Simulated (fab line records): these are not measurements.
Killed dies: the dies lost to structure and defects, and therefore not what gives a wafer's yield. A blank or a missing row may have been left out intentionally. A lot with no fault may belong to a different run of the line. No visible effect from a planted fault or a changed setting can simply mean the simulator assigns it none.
One fault through the eyes of 2 desks || flow berkeley-cmos170 || each desk holds nothing but its own numbers, with what lay behind them at the end

## TOOL OWNER'S DESK, pvd-sputter-01
The tool's own readings at UCB170_M2_SPUTTER_01 (material Al, target thk 900 nm, time 120 s): means of the sampled wafers that have a number, for each lot that ran on this tool. Any lot whose mean is over 4 standard deviations away from the usual mean is out of limits and marked OUT; that distance is given in the brackets.
Columns: A = cathode-dc-power-W at UCB170_M2_SPUTTER_01, usual 6000.2 W; B = throttle-valve-pct at UCB170_M2_SPUTTER_01, usual 30.2 %
{"lot": "L793", "first seen here": "day 7 20:11", "A": 5999.5, "B": 29.4}
{"lot": "L797", "first seen here": "day 8 03:06", "A": 6000.4, "B": 29.9}
{"lot": "L802", "first seen here": "day 9 05:25", "A": 6000.7, "B": 30.3}
{"lot": "L806", "first seen here": "day 9 23:46", "A": 6000.2, "B": 29.9}
{"lot": "L812", "first seen here": "day 11 11:11", "A": "6297.9 (+99 or more) OUT", "B": 29.8}
{"lot": "L811", "first seen here": "day 11 12:54", "A": "6445.8 (+99 or more) OUT", "B": 29.8}
This desk's verdict: out of limits on L811, L812, starting with L812 at day 11 11:11 (cathode-dc-power-W at UCB170_M2_SPUTTER_01). Within limits: L793, L797, L802, L806.

## THE METROLOGY DESK
Means of the sampled wafers that have a number, per lot and without regard to the tool the lot ran on: this is what the gauges read. Any lot whose mean is over 4 standard deviations away from the usual mean is out of limits and marked OUT; that distance is given in the brackets.
Columns: A = M2_AL_RS at UCB170_M2_RS_MEAS_02, usual 0.0322 ohm/sq; B = M2_AL_THK at UCB170_M2_THK_MEAS_03, usual 889 nm
{"lot": "L793", "first seen here": "day 7 20:16", "A": 0.0324, "B": 886}
{"lot": "L797", "first seen here": "day 8 03:11", "A": 0.0324, "B": 883}
{"lot": "L799", "first seen here": "day 8 03:29", "A": 0.0321, "B": 886}
{"lot": "L800", "first seen here": "day 8 18:30", "A": 0.0319, "B": 894}
{"lot": "L802", "first seen here": "day 9 05:30", "A": 0.0322, "B": 889}
{"lot": "L801", "first seen here": "day 9 05:55", "A": 0.0317, "B": 901}
{"lot": "L803", "first seen here": "day 9 06:02", "A": 0.0319, "B": 903}
{"lot": "L806", "first seen here": "day 9 23:50", "A": 0.0328, "B": 879}
{"lot": "L815", "first seen here": "day 11 10:59", "A": 0.0323, "B": 885}
{"lot": "L812", "first seen here": "day 11 11:16", "A": 0.0312, "B": 922}
{"lot": "L813", "first seen here": "day 11 11:34", "A": 0.0323, "B": 880}
{"lot": "L811", "first seen here": "day 11 12:59", "A": "0.0297 (-6.0) OUT", "B": "960 (+5.9) OUT"}
{"lot": "L816", "first seen here": "day 11 13:50", "A": 0.0322, "B": 892}
This desk reports L811 out of limits; the earliest was L811 at day 11 12:59 (M2_AL_RS at UCB170_M2_RS_MEAS_02). Within limits: L793, L797, L799, L800, L802, L801, L803, L806, L815, L812, L813, L816.

## ALL TOGETHER
At day 11 11:11, on L811, L812, the tool owner's desk was in a position to raise an alarm.
L811 would have let the metrology desk raise an alarm at day 11 12:59.
The metrology desk has L812 on record, within its limits.
Of the lots named, all ran UCB170_M2_SPUTTER_01 on pvd-sputter-01.

## WHAT THE SIMULATOR PUT IN
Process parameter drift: pvd-sputter-01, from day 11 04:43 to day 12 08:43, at UCB170_M2_SPUTTER_01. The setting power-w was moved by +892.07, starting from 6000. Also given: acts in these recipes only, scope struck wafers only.
Shown lots that were struck: L811, L812.
Hours from the fault's start to each desk's first reading out of limits: the tool owner's desk, 6; the metrology desk, 8.
